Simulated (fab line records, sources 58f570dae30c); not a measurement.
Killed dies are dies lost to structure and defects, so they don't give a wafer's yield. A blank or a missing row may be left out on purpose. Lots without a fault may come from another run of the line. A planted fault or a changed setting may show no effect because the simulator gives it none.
Which tool did it? | flow berkeley_cmos170 | 13 lots, 39 wafers sampled, at 3 steps of a route of 331

WHAT THE GAUGES READ, wafer by wafer
UCB170_M1_CD_MEAS_09: target cd 700 nm. Usual: cd_nm 700.0 nm, standard deviation 1.2.
lot  | measured     | on        | cd_nm (nm)        | flag
L894 | day 7 00:54  | cd_sem-02 | 700.0 699.8 699.4 |
L896 | day 7 15:21  | cd_sem-02 | 698.5 697.4 698.4 |
L898 | day 7 19:19  | cd_sem-02 | 700.9 701.1 700.2 |
L901 | day 8 02:20  | cd_sem-01 | 698.0 698.4 698.9 |
L903 | day 8 17:35  | cd_sem-01 | 699.9 700.8 700.2 |
L904 | day 9 07:50  | cd_sem-02 | 699.4 698.8 699.7 |
L905 | day 9 04:23  | cd_sem-01 | 699.2 699.6 699.9 |
L911 | day 10 20:46 | cd_sem-02 | 699.5 700.2 698.8 |
L912 | day 10 21:07 | cd_sem-01 | 698.8 700.1 698.5 |
L913 | day 10 20:02 | cd_sem-01 | 701.5 702.0 702.3 |
L914 | day 10 19:44 | cd_sem-01 | 700.2 700.6 700.5 |
L915 | day 11 03:16 | cd_sem-02 | 699.9 699.8 699.7 |
L916 | day 11 03:32 | cd_sem-02 | 699.8 699.6 699.4 |

WHICH TOOL RAN EACH LOT (tool, then ch and the chambers of the sampled wafers, then the start)
lot  | UCB170_PWELL_CVD_05        | UCB170_CONTACT_STRIP_19
L894 | lpcvd-01 ch 0, day 2 21:37 | plasma_asher-01 ch 0,1, day 6 23:23
L896 | lpcvd-02 ch 0, day 3 12:52 | plasma_asher-03 ch 0,1, day 7 13:26
L898 | lpcvd-02 ch 1, day 3 21:54 | plasma_asher-04 ch 0,1, day 7 17:40
L901 | lpcvd-02 ch 0, day 4 12:10 | plasma_asher-03 ch 0,1, day 8 00:25
L903 | lpcvd-01 ch 1, day 4 19:54 | plasma_asher-03 ch 0,1, day 8 15:24
L904 | lpcvd-01 ch 1, day 5 02:46 | plasma_asher-03 ch 0,1, day 9 05:59
L905 | lpcvd-02 ch 0, day 5 06:44 | plasma_asher-04 ch 0,1, day 9 02:39
L911 | lpcvd-02 ch 1, day 6 15:20 | plasma_asher-03 ch 0,1, day 10 18:58
L912 | lpcvd-02 ch 0, day 6 15:20 | plasma_asher-01 ch 0,1, day 10 19:13
L913 | lpcvd-02 ch 0, day 6 19:02 | plasma_asher-01 ch 0,1, day 10 18:26
L914 | lpcvd-02 ch 1, day 6 21:34 | plasma_asher-04 ch 0,1, day 10 18:11
L915 | lpcvd-02 ch 1, day 7 03:40 | plasma_asher-04 ch 0,1, day 11 01:35
L916 | lpcvd-02 ch 1, day 7 03:40 | plasma_asher-01 ch 0, day 11 01:50
- UCB170_PWELL_CVD_05: deposits Si3N4 from SiH2Cl2/NH3, target thk 220 nm, time 3300 s.
- UCB170_CONTACT_STRIP_19: strips in O2.

WHAT THE TOOLS THEMSELVES READ (means of the sampled wafers that have a number; where no wafer has one, the mark that the record gives instead)
UCB170_PWELL_CVD_05. Usual: spike_tc_centre_C 802.9 C, standard deviation 0.96; spike_tc_load_C 823 C, standard deviation 3.2; zone_power_load_pct 21.0 %, standard deviation 1.4.
lot  | tool     | spike_tc_centre_C (C) | spike_tc_load_C (C) | zone_power_load_pct (%) | flag
L894 | lpcvd-01 | 802.4                 | 820                 | 18.8                    |
L896 | lpcvd-02 | 803.7                 | 822                 | 22.3                    |
L898 | lpcvd-02 | 802.4                 | 827                 | 21.6                    |
L901 | lpcvd-02 | 803.0                 | 822                 | 22.7                    |
L903 | lpcvd-01 | 802.2                 | 824                 | 21.2                    |
L904 | lpcvd-01 | 802.1                 | 824                 | 21.0                    |
L905 | lpcvd-02 | 803.8                 | 822                 | 22.7                    |
L911 | lpcvd-02 | 801.8                 | 827                 | 21.9                    |
L912 | lpcvd-02 | 803.4                 | 822                 | 22.3                    |
L913 | lpcvd-02 | 803.4                 | 822                 | 22.6                    |
L914 | lpcvd-02 | 803.4                 | 828                 | 21.6                    |
L915 | lpcvd-02 | 802.4                 | 828                 | 21.8                    |
L916 | lpcvd-02 | 803.2                 | 828                 | 21.7                    |

UCB170_CONTACT_STRIP_19. Usual: drypump_motor_current_A 5.7 A, standard deviation 0.31; oes_product_au 0.725 a.u., standard deviation 0.0049.
lot  | tool            | drypump_motor_current_A (A) | oes_product_au (a.u.) | flag
L894 | plasma_asher-01 | 5.4                         | 0.729                 |
L896 | plasma_asher-03 | 5.7                         | 0.723                 |
L898 | plasma_asher-04 | 6.0                         | 0.727                 |
L901 | plasma_asher-03 | 5.7                         | 0.721                 |
L903 | plasma_asher-03 | 5.7                         | 0.723                 |
L904 | plasma_asher-03 | 5.6                         | 0.724                 |
L905 | plasma_asher-04 | 6.0                         | 0.723                 |
L911 | plasma_asher-03 | 5.7                         | 0.724                 |
L912 | plasma_asher-01 | 5.2                         | 0.727                 |
L913 | plasma_asher-01 | 5.2                         | 0.725                 |
L914 | plasma_asher-04 | 5.9                         | 0.724                 |
L915 | plasma_asher-04 | 6.0                         | 0.726                 |
L916 | plasma_asher-01 | 5.0                         | 0.724                 |

THE ANSWER, worked out from the rows above alone
Rule: a lot is off if the mean of its wafers that have a number lies more than 3 standard deviations from the usual mean. A lot without any number at a reading at which 4 lots or more have one is off too. The other lots that the step has rows for count as sound. The gauges are gone through in route order, then the tools' own readings, and for those a lot's mean is taken as printed above. The first step at which some lot is off is used, and at that step the reading that is off furthest; a lot without a number counts as furthest.
No lot is off at any reading shown: from this, nothing can be told.

WHAT THE SIMULATOR HAD PUT IN
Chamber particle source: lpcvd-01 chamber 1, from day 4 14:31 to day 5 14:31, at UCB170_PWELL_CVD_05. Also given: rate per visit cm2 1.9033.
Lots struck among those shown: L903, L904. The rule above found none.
